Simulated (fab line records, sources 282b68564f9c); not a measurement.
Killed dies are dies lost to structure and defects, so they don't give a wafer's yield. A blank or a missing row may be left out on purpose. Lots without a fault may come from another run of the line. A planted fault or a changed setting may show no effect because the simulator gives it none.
Tool commonality check | flow rit_cmos | 14 lots, 42 wafers sampled

WHY IT WAS OPENED
At RIT_PSD_TW_MEAS_10 the reading PSD_TW is flagged on 2 of 14 lots. Wafers without a fault read 3459, standard deviation 20.
Rule: a lot is flagged when every wafer of it that has a number lies more than 4 standard deviations from that mean, or none has a number. The other lots count as sound.

lot  | measured    | on            | PSD_TW, wafer by wafer | flag
L297 | day 3 12:10 | film_metro-01 | 3446 3452 3459         |
L298 | day 3 17:47 | film_metro-04 | 3456 3478 3467         |
L301 | day 4 06:55 | film_metro-04 | 3494 3495 3487         |
L302 | day 4 17:41 | film_metro-01 | 3483 3465 3473         |
L303 | day 5 01:39 | film_metro-02 | 3451 3458 3427         |
L305 | day 5 06:31 | film_metro-01 | 3495 3486 3503         |
L306 | day 5 13:49 | film_metro-02 | 3433 3428 3427         |
L307 | day 6 01:15 | film_metro-01 | 30 30 30               | FLAGGED
L308 | day 6 07:17 | film_metro-01 | 30 30 30               | FLAGGED
L317 | day 7 22:28 | film_metro-02 | 3450 3430 3420         |
L316 | day 8 01:08 | film_metro-01 | 3433 3447 3446         |
L318 | day 8 01:32 | film_metro-02 | 3440 3432 3444         |
L319 | day 8 03:05 | film_metro-01 | 3423 3441 3440         |
L320 | day 8 06:02 | film_metro-01 | 3442 3436 3462         |
The numbers of the flagged lots are 30 on average: -3429 against the usual, or -99 or more standard deviations.

WHICH TOOL RAN EACH LOT
The record holds 1 process step before the reading, out of a route of 202 steps. In each cell: the tool, then ch and the chambers that the sampled wafers went through, then the start.
lot  | flag    | RIT_NSD_STRIP_09
L297 |         | plasma_asher-01 ch 0,1, day 3 10:30
L298 |         | plasma_asher-01 ch 0, day 3 16:11
L301 |         | plasma_asher-02 ch 0,1, day 4 05:11
L302 |         | plasma_asher-03 ch 0,1, day 4 16:01
L303 |         | plasma_asher-01 ch 0,1, day 5 00:03
L305 |         | plasma_asher-01 ch 0,1, day 5 04:55
L306 |         | plasma_asher-01 ch 0,1, day 5 12:01
L307 | FLAGGED | plasma_asher-02 ch 0,1, day 5 23:31
L308 | FLAGGED | plasma_asher-01 ch 0,1, day 6 05:27
L317 |         | plasma_asher-02 ch 0,1, day 7 20:47
L316 |         | plasma_asher-02 ch 0, day 7 23:15
L318 |         | plasma_asher-03 ch 0,1, day 7 23:35
L319 |         | plasma_asher-03 ch 0,1, day 8 01:11
L320 |         | plasma_asher-01 ch 0,1, day 8 04:28
What these steps do:
- RIT_NSD_STRIP_09: strips in O2, time 180 s.
- RIT_PSD_TW_MEAS_10

FLAGGED OVER TOTAL, TOOL BY TOOL (the gauges that took the reading come last)
step               | tool            | lots run | flagged | share of the flagged lots | sound lots run after its first flagged lot
RIT_NSD_STRIP_09   | plasma_asher-01 | 7        | 1       | some                      | 1 (L320)
RIT_NSD_STRIP_09   | plasma_asher-02 | 4        | 1       | some                      | 2 (L317,L316)
RIT_NSD_STRIP_09   | plasma_asher-03 | 3        | 0       | none                      | -
RIT_PSD_TW_MEAS_10 | film_metro-01   | 8        | 2       | all                       | 3 (L316,L319,L320)
RIT_PSD_TW_MEAS_10 | film_metro-02   | 4        | 0       | none                      | -
RIT_PSD_TW_MEAS_10 | film_metro-04   | 2        | 0       | none                      | -

WHAT THE TABLE ALLOWS
1 row of the table ran every flagged lot: film_metro-01 at RIT_PSD_TW_MEAS_10.
- film_metro-01 at RIT_PSD_TW_MEAS_10: 2 of its 8 lots flagged. Sound lots ran on it after the first flagged one (L316, L319, L320), which a lasting fault on the whole tool wouldn't allow.
No row of the table ran every flagged lot and no sound lot after the first.

WHAT THE SIMULATOR HAD PUT IN
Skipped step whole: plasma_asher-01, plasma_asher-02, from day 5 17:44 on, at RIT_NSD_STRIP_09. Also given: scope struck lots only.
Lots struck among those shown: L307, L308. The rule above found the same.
